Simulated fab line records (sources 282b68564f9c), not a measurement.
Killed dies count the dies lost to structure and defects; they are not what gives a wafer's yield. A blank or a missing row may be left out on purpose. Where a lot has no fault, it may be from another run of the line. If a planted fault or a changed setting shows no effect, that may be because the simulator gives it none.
Problem report in the 8D (eight disciplines) form, filled by code / flow ritCmos / the parts of the form that need people (team, actions taken, sign-off) are left out

## 1. WHAT IS WRONG
Mean of oesProductAu at RIT_SPACER_ETCHBACK_05: 0.717 a.u. across 6 wafers in 2 lots; on wafers with no fault it is 0.844 a.u. (standard deviation 0.015). That puts it -8.5 standard deviations away from the usual mean.
The step: etches Si3N4 in SF6/CHF3, stops on SiO2, target depth 250 nm, time 240 s.
Seen first at day 5 15:19 on rieDiel-02, wafer L501.1. The record has a number at this step for 42 wafers belonging to 14 lots. The rule behind "out" and "out of limits": a value lying over 4 standard deviations away from the usual mean. The other wafers with a number count as sound.

## 2. WHAT IT IS, AND WHAT IT ISN'T
question=which readings at this step | is=oesProductAu | is not=drypumpMotorCurrentA, throttleValvePct
question=which lots | is=L501, L503 | is not=L490, L491, L492, L493, L494, L502, L504, L507, L508, L509, L511, L513
question=which wafers of those lots | is=all that have a number | is not=-
question=read on which tools | is=rieDiel-02 | is not=rieDiel-01, rieDiel-03
question=when | is=from day 5 15:19 | is not=up to then (15 sound wafers); but 21 sound wafers of L502, L504, L507, L508, L509, L511, L513 came after

## 3. SUSPECTS, AND WHAT RULES EACH OUT
Counting: a tool stays on the suspect list if, at a process step up to the reading, it processed all lots that are out and no sound lot following the first of them.
- rieDiel-02 at RIT_SPACER_ETCHBACK_05 (etches Si3N4 in SF6/CHF3, stops on SiO2, target depth 250 nm, time 240 s): kept. Every lot that is out went through it, starting with L501 (day 5 15:19), and after that it ran no sound lot; the last sound lot it ran before then is L494 (day 4 00:57). Its own oesProductAu readings are out on those wafers.
The count leaves rieDiel-02 at RIT_SPACER_ETCHBACK_05.

## 4. THE CAUSE (what the simulator had put in)
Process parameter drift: rieDiel-02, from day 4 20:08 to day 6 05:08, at RIT_SPACER_ETCHBACK_05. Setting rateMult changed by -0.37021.
Counting left only this tool.

## 5. THE EFFECT CHAIN, in route order
Each row: a reading where the mean over the struck wafers with a number is more than 3 standard deviations away from the usual. Only readings whose record carries a usual standard deviation are examined. hours: median over the lots of the time between each lot's start at the first step of this table that gives one and its start at this step. sigmas: the change, counted in usual standard deviations.
hours=0; step=RIT_SPACER_ETCHBACK_05; reading=oesProductAu; usual=0.844 a.u.; on struck wafers=0.717; change=-0.127; sigmas=-8.5
hours=11; step=RIT_M1_PROBE_99; reading=killedAtFrontEnd; usual=7; on struck wafers=264; change=+257; sigmas=+83
hours=11; step=RIT_M1_PROBE_99; reading=killedDies; usual=7; on struck wafers=264; change=+257; sigmas=+83
hours=11; step=RIT_M1_PROBE_99; reading=killedOnRim; usual=1.8; on struck wafers=70.0; change=+68.2; sigmas=+49
Its process steps:
- RIT_SPACER_ETCHBACK_05: etches Si3N4 in SF6/CHF3, stops on SiO2, target depth 250 nm, time 240 s.
- RIT_M1_PROBE_99

## 6. WHAT WOULD HAVE CAUGHT IT SOONER
The fault began at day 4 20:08; the first out-of-limits reading in this record came at day 5 15:19, 19 hours later.
